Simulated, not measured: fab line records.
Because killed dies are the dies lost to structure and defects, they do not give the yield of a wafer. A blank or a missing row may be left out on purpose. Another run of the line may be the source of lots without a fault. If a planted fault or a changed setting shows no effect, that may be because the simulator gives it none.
A single fault, viewed from 2 desks :: flow berkeley_cmos170 :: what lay behind the numbers comes last; until then each desk has only its own

## FOR THE TOOL OWNER'S DESK: rie_diel-03
The tool's own readings at UCB170_CONTACT_ETCH_17 (etches BARC in N2/H2): means of the sampled wafers that have a number, for each lot that ran on this tool. A lot is out of limits, marked OUT, if its mean lies more than 4 standard deviations from the usual mean; the brackets give that distance.
Columns: A = bias_w at UCB170_CONTACT_ETCH_17, usual 99.97 W; B = drypump_motor_current_A at UCB170_CONTACT_ETCH_17, usual 5.9 A; C = n2_flow_sccm at UCB170_CONTACT_ETCH_17, usual 100.0 sccm; D = oes_product_au at UCB170_CONTACT_ETCH_17, usual 1.006 a.u.; E = throttle_valve_pct at UCB170_CONTACT_ETCH_17, usual 13.36 %
lot: L734
first seen here: day 8 17:54
A: 99.72
B: 5.5
C: 100.0
D: 0.995
E: 13.19

lot: L739
first seen here: day 10 03:28
A: 99.80
B: 5.1
C: 99.8
D: 0.998
E: 13.19

lot: L746
first seen here: day 10 12:53
A: 99.90
B: 5.9
C: 100.1
D: 1.299 (+14) OUT
E: 13.10

lot: L743
first seen here: day 10 14:58
A: 100.21
B: 6.0
C: 99.8
D: 1.281 (+13) OUT
E: 13.25

lot: L757
first seen here: day 13 12:31
A: 100.03
B: 5.5
C: 99.9
D: 1.012
E: 13.24
Finding of this desk: L743, L746 out of limits; the first was L746 at day 10 12:53, on oes_product_au at UCB170_CONTACT_ETCH_17. Within limits: L734, L739, L757.

## METROLOGY DESK
What the gauges read for every lot (on any tool): the sampled wafers with a number, averaged. A lot is out of limits, marked OUT, if its mean lies more than 4 standard deviations from the usual mean; the brackets give that distance.
Columns: A = NLDD_OVL at UCB170_NLDD_OVL_MEAS_07, usual 5 nm
lot: L734
first seen here: day 7 19:03
A: 14

lot: L735
first seen here: day 7 20:20
A: 2

lot: L737
first seen here: day 7 22:26
A: 5

lot: L739
first seen here: day 9 10:12
A: 4

lot: L746
first seen here: day 9 18:37
A: 11

lot: L743
first seen here: day 9 18:58
A: 2

lot: L748
first seen here: day 11 03:08
A: 9

lot: L750
first seen here: day 11 03:25
A: 12

lot: L752
first seen here: day 11 03:37
A: 3

lot: L751
first seen here: day 11 03:49
A: 8

lot: L753
first seen here: day 11 19:59
A: 4

lot: L755
first seen here: day 11 20:31
A: 3

lot: L754
first seen here: day 11 21:04
A: -8

lot: L757
first seen here: day 12 12:59
A: 5
This desk's verdict: no lot among the 14 shows anything out of limits.

## TAKEN TOGETHER
The tool owner's desk had the chance to raise an alarm at day 10 12:53 on L743, L746.
From the metrology desk's view, nothing was out of limits.
The metrology desk has L743, L746 on record, within its limits.
On rie_diel-03, each named lot ran UCB170_CONTACT_ETCH_17.

## WHAT HAD BEEN PUT IN BY THE SIMULATOR
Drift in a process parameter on rie_diel-03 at UCB170_CONTACT_ETCH_17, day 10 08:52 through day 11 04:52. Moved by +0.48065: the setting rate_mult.
Shown lots that were struck: L743, L746.
How many hours passed from the start of the fault until each desk's first out-of-limits reading: the tool owner's desk, 4.
